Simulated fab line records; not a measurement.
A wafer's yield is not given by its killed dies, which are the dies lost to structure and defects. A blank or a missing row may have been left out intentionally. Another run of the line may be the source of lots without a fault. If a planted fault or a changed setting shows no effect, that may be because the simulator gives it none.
fab line records | flow rit_cmos
record lots=6 | wafers=18 | last_day=7
route steps=202 shown NSD@138 PSD@142 SDANNEAL@153 M1@202
lots that met no fault: from a run of the same line without faults
start_h: start of the lot's first displayed wafer, in hours after the record's first day | wait_h: time in hours since the lot's previous step | " identical to the entry in the row above | L1.1+2: a row that stands for several wafers | - no value present, or no start provided | * or withheld: withheld | < > ~ a bound
route shown NAME@n: NAME is a module with steps in the file, n the number in the route of the first one | usual: average and standard deviation across the fault-free wafers | same: alike in all rows | chamber/n: place in a boat | sites: each site's reading | _std_site: their standard deviation | _edge_site: outer sites' mean less inner sites' | radius_mm: how far each site lies from the wafer's centre | mask NAME#n: copy n | behind: the last tool/chamber to shape the wafer | hold: why the lot was held/for how many hours/how that ended | device: names the non-switching transistor (n, p or np) | end of line: the same wafers' tests at the end of the route | step lacking rows: just its recipe | killed: the dies lost at the first sort to structure and to defects; this is not the yield of the wafer | map: dies across one wafer; x = killed, . = not, _ = none there
set.NAME: the setting that was run; set.NAME@STEP: the one run at that earlier step | model.NAME: the simulator's own value behind a step, which no gauge read
a table for each step, a row for each wafer; lots at some steps of the route
services: when a tool's chamber went out of use (start_h, in hours from the record's first day, below 0 if earlier), for how many hours, and the reason
## steps
# step RIT_NSD_HARDBAKE_07
# recipe resist=NOVOLAK | temp_c=140 | time_s=60
# step RIT_NSD_IMPLANT_08
# recipe species=P | energy_kev=25 | dose_cm2=1e+15 | tilt_deg=7
# step RIT_NSD_STRIP_09
# recipe chemistry=O2 | time_s=180 | resist=NOVOLAK | platen_temp_c=withheld | power_w=500 | pressure_mtorr=4000 | o2_flow_sccm=4000
# usual chamber_pressure_mTorr=4000/3.6 | drypump_motor_current_A=5.8/0.46
lot.wafer | tool            | chamber | start_h | wait_h | chamber_pressure_mTorr | drypump_motor_current_A | rf_hours_counter_h
L120.2    | plasma_asher-03 | 1       | 88.36   | 0.1    | 3998                   | 4.7                     | 42
L120.3    | "               | 1       | "       | "      | 4009                   | 4.7                     | -
L120.6    | "               | 0       | "       | "      | 3995                   | 5.7                     | -
L123.1    | plasma_asher-02 | 0       | 97.19   | 0.1    | 4003                   | 5.7                     | 44
L123.2    | "               | 1       | "       | "      | 4005                   | 6.4                     | 44
L123.3    | "               | 0       | "       | "      | 4004                   | 5.7                     | -
L131.2    | plasma_asher-01 | 1       | 132.86  | 0.1    | 3998                   | 5.6                     | 30
L131.4    | "               | 0       | "       | "      | 4005                   | 6.0                     | -
L131.6    | "               | 1       | "       | "      | 3999                   | 5.6                     | -
L132.2    | plasma_asher-02 | 0       | 133.30  | 0.1    | 4003                   | 5.7                     | 49
L132.4    | "               | 1       | "       | "      | 4001                   | 6.4                     | -
L132.6    | "               | 0       | "       | "      | 3998                   | 5.7                     | -
L134.2    | plasma_asher-03 | 1       | 142.55  | 0.1    | 3996                   | 4.7                     | 3
L134.3    | "               | 0       | "       | "      | 3999                   | 5.7                     | -
L134.4    | "               | 1       | "       | "      | 3998                   | 4.7                     | -
L139.1    | plasma_asher-02 | 1       | 161.86  | 0.1    | 3999                   | 6.4                     | 53
L139.3    | "               | 1       | "       | "      | 4001                   | 6.5                     | -
L139.5    | "               | 0       | "       | "      | 4001                   | 5.7                     | -
# step RIT_NSD_TW_MEAS_10
# usual NSD_TW=3129/33
lot.wafer | tool          | chamber | start_h | wait_h | NSD_TW
L120.2    | film_metro-02 | -       | 88.55   | 0.1    | 3139
L120.3    | "             | -       | "       | "      | 3158
L120.6    | "             | -       | "       | "      | 3179
L123.1    | film_metro-03 | -       | 97.37   | 0.1    | 3126
L123.2    | "             | -       | "       | "      | 3127
L123.3    | "             | -       | "       | "      | 3126
L131.2    | film_metro-03 | -       | 133.05  | 0.1    | 3167
L131.4    | "             | -       | "       | "      | 3155
L131.6    | "             | -       | "       | "      | 3144
L132.2    | film_metro-02 | -       | 133.48  | 0.1    | 3148
L132.4    | "             | -       | "       | "      | 3145
L132.6    | "             | -       | "       | "      | 3134
L134.2    | film_metro-03 | -       | 142.74  | 0.1    | 3148
L134.3    | "             | -       | "       | "      | 3163
L134.4    | "             | -       | "       | "      | 3170
L139.1    | film_metro-03 | -       | 162.04  | 0.1    | 3104
L139.3    | "             | -       | "       | "      | 3122
L139.5    | "             | -       | "       | "      | 3102
# step RIT_PSD_HMDS_00
# recipe prime_time_s=60 | prime_temp_c=140
# step RIT_PSD_COAT_01
# recipe resist=NOVOLAK | spin_rpm=3250 | resist_thk_nm=1000
# step RIT_PSD_SOFTBAKE_02
# recipe resist=NOVOLAK | temp_c=90 | time_s=60
# step RIT_PSD_EXPOSE_03
# recipe mask_id=M10 | na=0.57 | target_cd_nm=40900 | dose_mj=250
# step RIT_PSD_PEB_04
# recipe resist=NOVOLAK | temp_c=withheld | time_s=withheld
# step RIT_PSD_DEVELOP_05
# recipe resist=NOVOLAK | develop_time_s=50 | dev_temp_c=23
# step RIT_PSD_OVL_MEAS_06
# usual PSD_OVL=-1.1/1.4
lot.wafer | tool       | chamber | start_h | wait_h | PSD_OVL[nm]
L120.2    | overlay-01 | -       | 89.58   | -      | -1.6
L120.3    | "          | -       | "       | "      | -0.1
L120.6    | "          | -       | "       | "      | -2.6
L123.1    | overlay-02 | -       | 98.58   | -      | 0.8
L123.2    | "          | -       | "       | "      | -0.6
L123.3    | "          | -       | "       | "      | -0.1
L131.2    | overlay-01 | -       | 134.15  | -      | 0.1
L131.4    | "          | -       | "       | "      | -1.2
L131.6    | "          | -       | "       | "      | -0.8
L132.2    | overlay-01 | -       | 134.89  | -      | -1.6
L132.4    | "          | -       | "       | "      | -2.3
L132.6    | "          | -       | "       | "      | -2.6
L134.2    | overlay-02 | -       | 143.77  | -      | -0.2
L134.3    | "          | -       | "       | "      | -0.1
L134.4    | "          | -       | "       | "      | 0.6
L139.1    | overlay-02 | -       | 163.29  | -      | -0.4
L139.3    | "          | -       | "       | "      | 0.1
L139.5    | "          | -       | "       | "      | 0.0
# step RIT_PSD_HARDBAKE_07
# recipe resist=NOVOLAK | temp_c=140 | time_s=60
# step RIT_PSD_IMPLANT_08
# recipe species=BF2 | energy_kev=27 | dose_cm2=5e+15 | tilt_deg=7
# usual dose_ions_cm2=5e+15/5.4e+12
lot.wafer | tool         | chamber | start_h | wait_h | dose_ions_cm2
L120.2    | implanter-01 | 0       | 89.78   | 0.1    | 5.007e+15
L120.3    | "            | 0       | "       | "      | 5.009e+15
L120.6    | "            | 0       | "       | "      | 4.999e+15
L123.1    | implanter-03 | 0       | 98.76   | 0.1    | 4.999e+15
L123.2    | "            | 0       | "       | "      | 5.007e+15
L123.3    | "            | 0       | "       | "      | 5.007e+15
L131.2    | implanter-01 | 0       | 134.62  | 0.1    | 4.248e+15
L131.4    | "            | 0       | "       | "      | 4.253e+15
L131.6    | "            | 0       | "       | "      | 4.246e+15
L132.2    | implanter-01 | 0       | 135.21  | 0.1    | 4.245e+15
L132.4    | "            | 0       | "       | "      | 4.253e+15
L132.6    | "            | 0       | "       | "      | 4.248e+15
L134.2    | implanter-03 | 0       | 143.97  | 0.1    | 5e+15
L134.3    | "            | 0       | "       | "      | 4.998e+15
L134.4    | "            | 0       | "       | "      | 5.001e+15
L139.1    | implanter-03 | 0       | 163.56  | 0.1    | 4.996e+15
L139.3    | "            | 0       | "       | "      | 4.994e+15
L139.5    | "            | 0       | "       | "      | 4.989e+15
# step RIT_PSD_STRIP_09
# recipe chemistry=O2 | time_s=180 | resist=NOVOLAK | platen_temp_c=withheld | power_w=500 | pressure_mtorr=4000 | o2_flow_sccm=4000
# usual chamber_pressure_mTorr=4000/3.6 | drypump_motor_current_A=5.7/0.49
lot.wafer | tool            | chamber | start_h | wait_h | chamber_pressure_mTorr | drypump_motor_current_A | rf_hours_counter_h
L120.2    | plasma_asher-02 | 1       | 89.91   | 0.1    | 3999                   | 6.4                     | 43
L120.3    | "               | 1       | "       | "      | 4008                   | 6.4                     | -
L120.6    | "               | 1       | "       | "      | 3997                   | 6.5                     | -
L123.1    | plasma_asher-02 | 0       | 98.91   | 0.1    | 3998                   | 5.7                     | 45
L123.2    | "               | 1       | "       | "      | 4001                   | 6.4                     | 45
L123.3    | "               | 1       | "       | "      | 4008                   | 6.4                     | -
L131.2    | plasma_asher-01 | 0       | 134.75  | 0.1    | 3999                   | 6.0                     | 30
L131.4    | "               | 0       | "       | "      | 4002                   | 6.0                     | -
L131.6    | "               | 0       | "       | "      | 4002                   | 6.0                     | -
L132.2    | plasma_asher-02 | 0       | 135.34  | 0.1    | 3998                   | 5.7                     | 50
L132.4    | "               | 1       | "       | "      | 4001                   | 6.4                     | -
L132.6    | "               | 1       | "       | "      | 3997                   | 6.4                     | -
L134.2    | plasma_asher-01 | 0       | 144.10  | 0.1    | 3996                   | 6.0                     | 32
L134.3    | "               | 1       | "       | "      | 3998                   | 5.7                     | -
L134.4    | "               | 0       | "       | "      | 3999                   | 6.0                     | -
L139.1    | plasma_asher-04 | 0       | 163.71  | 0.1    | 4004                   | 5.5                     | 57
L139.3    | "               | 0       | "       | "      | 3998                   | 5.6                     | -
L139.5    | "               | 1       | "       | "      | 3999                   | 4.9                     | -
# step RIT_PSD_TW_MEAS_10
# usual PSD_TW=3446/32
lot.wafer | tool          | chamber | start_h | wait_h | PSD_TW
L120.2    | film_metro-01 | -       | 90.09   | 0.1    | 3380
L120.3    | "             | -       | "       | "      | 3366
L120.6    | "             | -       | "       | "      | 3381
L123.1    | film_metro-01 | -       | 99.09   | 0.1    | 3401
L123.2    | "             | -       | "       | "      | 3403
L123.3    | "             | -       | "       | "      | 3405
L131.2    | film_metro-03 | -       | 134.93  | 0.1    | 3417
L131.4    | "             | -       | "       | "      | 3402
L131.6    | "             | -       | "       | "      | 3408
L132.2    | film_metro-02 | -       | 135.52  | 0.1    | 3399
L132.4    | "             | -       | "       | "      | 3408
L132.6    | "             | -       | "       | "      | 3430
L134.2    | film_metro-01 | -       | 144.28  | 0.1    | 3389
L134.3    | "             | -       | "       | "      | 3385
L134.4    | "             | -       | "       | "      | 3393
L139.1    | film_metro-02 | -       | 163.88  | 0.1    | 3458
L139.3    | "             | -       | "       | "      | 3442
L139.5    | "             | -       | "       | "      | 3471
# step RIT_SDANNEAL_CLEAN_00
# recipe chemistry=SC1 | mix=3:3:50 | time_s=600 | temp_c=75
# step RIT_SDANNEAL_CLEAN_01
# recipe chemistry=dHF | dilution=50:1 | time_s=30
# step RIT_SDANNEAL_CLEAN_02
# recipe chemistry=SC2 | mix=3:3:50 | time_s=600 | temp_c=75 | dry=n2_spin
# step RIT_SDANNEAL_RTA_03
# recipe temp_c=1050 | time_s=5 | idle_temp_c=600 | ramp_up_c_per_s=342 | ramp_down_c_per_s=171 | cool_to_c=600 | ambient=N2
# usual chamber_o2_ppm=2.004/0.021 | wafer_temp_C_max=1053.6/1.1
lot.wafer | tool          | chamber | start_h | wait_h | chamber_o2_ppm | wafer_temp_C_max
L120.2    | rtp_anneal-01 | 0       | 90.54   | 0.0    | 2.013          | 1054.6
L120.3    | "             | 0       | "       | "      | 2.005          | 1055.1
L120.6    | "             | 0       | "       | "      | 1.984          | 1053.4
L123.1    | rtp_anneal-02 | 0       | 99.52   | 0.0    | 2.004          | 1053.4
L123.2    | "             | 0       | "       | "      | 1.966          | 1053.6
L123.3    | "             | 0       | "       | "      | 1.970          | 1054.5
L131.2    | rtp_anneal-02 | 0       | 135.39  | 0.0    | 2.015          | 1052.5
L131.4    | "             | 0       | "       | "      | 2.002          | 1055.3
L131.6    | "             | 0       | "       | "      | 1.964          | 1054.1
L132.2    | rtp_anneal-01 | 0       | 136.15  | 0.0    | 1.977          | 1053.7
L132.4    | "             | 0       | "       | "      | 1.981          | 1051.7
L132.6    | "             | 0       | "       | "      | 2.017          | 1052.0
L134.2    | rtp_anneal-02 | 0       | 144.71  | 0.0    | 2.011          | 1053.9
L134.3    | "             | 0       | "       | "      | 2.020          | 1053.3
L134.4    | "             | 0       | "       | "      | 1.999          | 1053.2
L139.1    | rtp_anneal-02 | 0       | 164.33  | 0.0    | 1.994          | 1054.7
L139.3    | "             | 0       | "       | "      | 2.024          | 1052.9
L139.5    | "             | 0       | "       | "      | 1.978          | 1052.0
# step RIT_SDANNEAL_RS_MEAS_04
# recipe thk_meas_gauge=four-point-probe
# usual PSD_RS=115.79/0.26
lot.wafer | tool          | chamber | start_h | wait_h | PSD_RS[ohm/sq]
L120.2    | film_metro-03 | -       | 90.60   | 0.1    | 115.97
L120.3    | "             | -       | "       | "      | 115.81
L120.6    | "             | -       | "       | "      | 115.76
L123.1    | film_metro-01 | -       | 99.63   | 0.1    | 115.75
L123.2    | "             | -       | "       | "      | 115.35
L123.3    | "             | -       | "       | "      | 115.63
L131.2    | film_metro-01 | -       | 135.46  | 0.1    | 118.06
L131.4    | "             | -       | "       | "      | 117.74
L131.6    | "             | -       | "       | "      | 117.76
L132.2    | film_metro-03 | -       | 136.22  | 0.1    | 117.97
L132.4    | "             | -       | "       | "      | 117.78
L132.6    | "             | -       | "       | "      | 117.94
L134.2    | film_metro-01 | -       | 144.78  | 0.1    | 115.75
L134.3    | "             | -       | "       | "      | 115.98
L134.4    | "             | -       | "       | "      | 115.68
L139.1    | film_metro-02 | -       | 164.39  | 0.0    | 115.53
L139.3    | "             | -       | "       | "      | 115.82
L139.5    | "             | -       | "       | "      | 115.44
# step RIT_SDANNEAL_RS_MEAS_05
# recipe thk_meas_gauge=four-point-probe
# usual NSD_RS=84.5/0.32
lot.wafer | tool          | chamber | start_h | wait_h | NSD_RS[ohm/sq]
L120.2    | film_metro-03 | -       | 90.72   | 0.1    | 84.5
L120.3    | "             | -       | "       | "      | 84.7
L120.6    | "             | -       | "       | "      | 84.4
L123.1    | film_metro-01 | -       | 99.75   | 0.1    | 84.7
L123.2    | "             | -       | "       | "      | 84.4
L123.3    | "             | -       | "       | "      | 84.5
L131.2    | film_metro-01 | -       | 135.58  | 0.1    | 84.7
L131.4    | "             | -       | "       | "      | 84.5
L131.6    | "             | -       | "       | "      | 84.8
L132.2    | film_metro-03 | -       | 136.34  | 0.1    | 84.6
L132.4    | "             | -       | "       | "      | 84.8
L132.6    | "             | -       | "       | "      | 84.8
L134.2    | film_metro-01 | -       | 144.90  | 0.1    | 84.2
L134.3    | "             | -       | "       | "      | 84.3
L134.4    | "             | -       | "       | "      | 84.2
L139.1    | film_metro-02 | -       | 164.51  | 0.1    | 84.8
L139.3    | "             | -       | "       | "      | 84.8
L139.5    | "             | -       | "       | "      | 84.7
# step RIT_M1_PROBE_99
# usual killed_at_front_end=6.7/2.9 | killed_dies=6.8/2.9 | killed_on_rim=1.9/1.4 | killed_open=3.5/2.1 | killed_short=3.2/1.9
# same gross_dies=264 | killed_at_M0_to_M3=0 | killed_at_M4_up=0 | killed_at_back_side=0 | killed_at_contacts=0 | killed_at_other=0
lot.wafer | tool      | chamber | start_h | wait_h | killed_at_front_end | killed_dies | killed_on_rim | killed_open | killed_short
L131.2    | prober-01 | -       | 143.23  | 0.1    | 5                   | 5           | 5             | 3           | 2
L131.4    | prober-01 | -       | 143.33  | 0.2    | 4                   | 4           | 2             | 0           | 4
L131.6    | prober-01 | -       | 143.43  | 0.2    | 5                   | 5           | 1             | 3           | 2
L134.2    | prober-01 | -       | 152.51  | 0.1    | 7                   | 7           | 2             | 2           | 5
L134.3    | prober-01 | -       | 152.56  | 0.2    | 14                  | 14          | 6             | 9           | 5
L134.4    | prober-01 | -       | 152.61  | 0.2    | 3                   | 3           | 1             | 2           | 1
# killed by level:class
L131.2 FOX1:geometric_particle:short=2 FOX1:geometric_particle:open=2 FOX2:geometric_particle:open=1
L131.4 FOX1:geometric_particle:short=1 GATE:geometric_particle:short=1 REOX:geometric_particle:short=1 SPACER:geometric_particle:short=1
L131.6 FOX2:geometric_particle:short=1 GATE:geometric_particle:open=1 REOX:geometric_particle:open=1 SILICIDE:geometric_particle:open=1 SILICIDE:geometric_particle:short=1
L134.2 GATE:geometric_particle:short=2 SPACER:geometric_particle:open=2 SILICIDE:geometric_particle:short=2 REOX:geometric_particle:short=1
L134.3 FOX2:geometric_particle:open=3 GATE:geometric_particle:short=3 GATE:geometric_particle:open=3 FOX1:geometric_particle:short=1 FOX1:geometric_particle:open=1 SPACER:geometric_particle:open=1 SPACER:geometric_particle:short=1 SILICIDE:geometric_particle:open=1
L134.4 GATE:geometric_particle:open=2 GATE:geometric_particle:short=1
## services
tool            | chamber | start_h | hours | kind
implanter-03    | -       | 69.62   | 2.3   | repair
implanter-01    | -       | 86.81   | 2.6   | repair
implanter-03    | -       | 87.47   | 2.2   | pm
plasma_asher-01 | -       | 98.66   | 2.8   | pm
plasma_asher-03 | -       | 108.88  | 9.0   | pm
plasma_asher-03 | 0       | 108.88  | 9.0   | vent_cycle
plasma_asher-03 | 1       | 108.88  | 9.0   | vent_cycle
plasma_asher-03 | 0       | 117.88  | -     | clean
plasma_asher-03 | 1       | 117.88  | -     | clean
implanter-01    | -       | 142.54  | 4.2   | repair
plasma_asher-03 | -       | 162.81  | 2.8   | pm
## key
first_sign step=RIT_PSD_IMPLANT_08 | reading=dose_ions_cm2 | direction=down | sigmas=99+ | usual=5e+15 | struck=4.249e+15
effect step=RIT_SDANNEAL_RS_MEAS_04 | reading=PSD_RS | direction=up | sigmas=8 | usual=115.79 | struck=117.88
met_at RIT_PSD_IMPLANT_08
struck_wafers L131.2,L131.4,L131.6,L132.2,L132.4,L132.6
tester_left_out L131,L132
onset_between 89.78 134.62
fault kind=process_parameter_drift | tool=implanter-01 | chamber=- | onset_h=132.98 | steps=RIT_PSD_IMPLANT_08 | channel=dose_cm2 | offset=-7.5e+14 | shape=step | end_h=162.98 | acts_in=these_recipes_only | stated=5e+15
# tester_left_out: of these lots the tester's yield and bins aren't shown, on N5 and GAA mostly nor the transistor test; their killed dies are dies lost to structure and defects alone, not to doping, threshold or leakage, so they don't give the yield
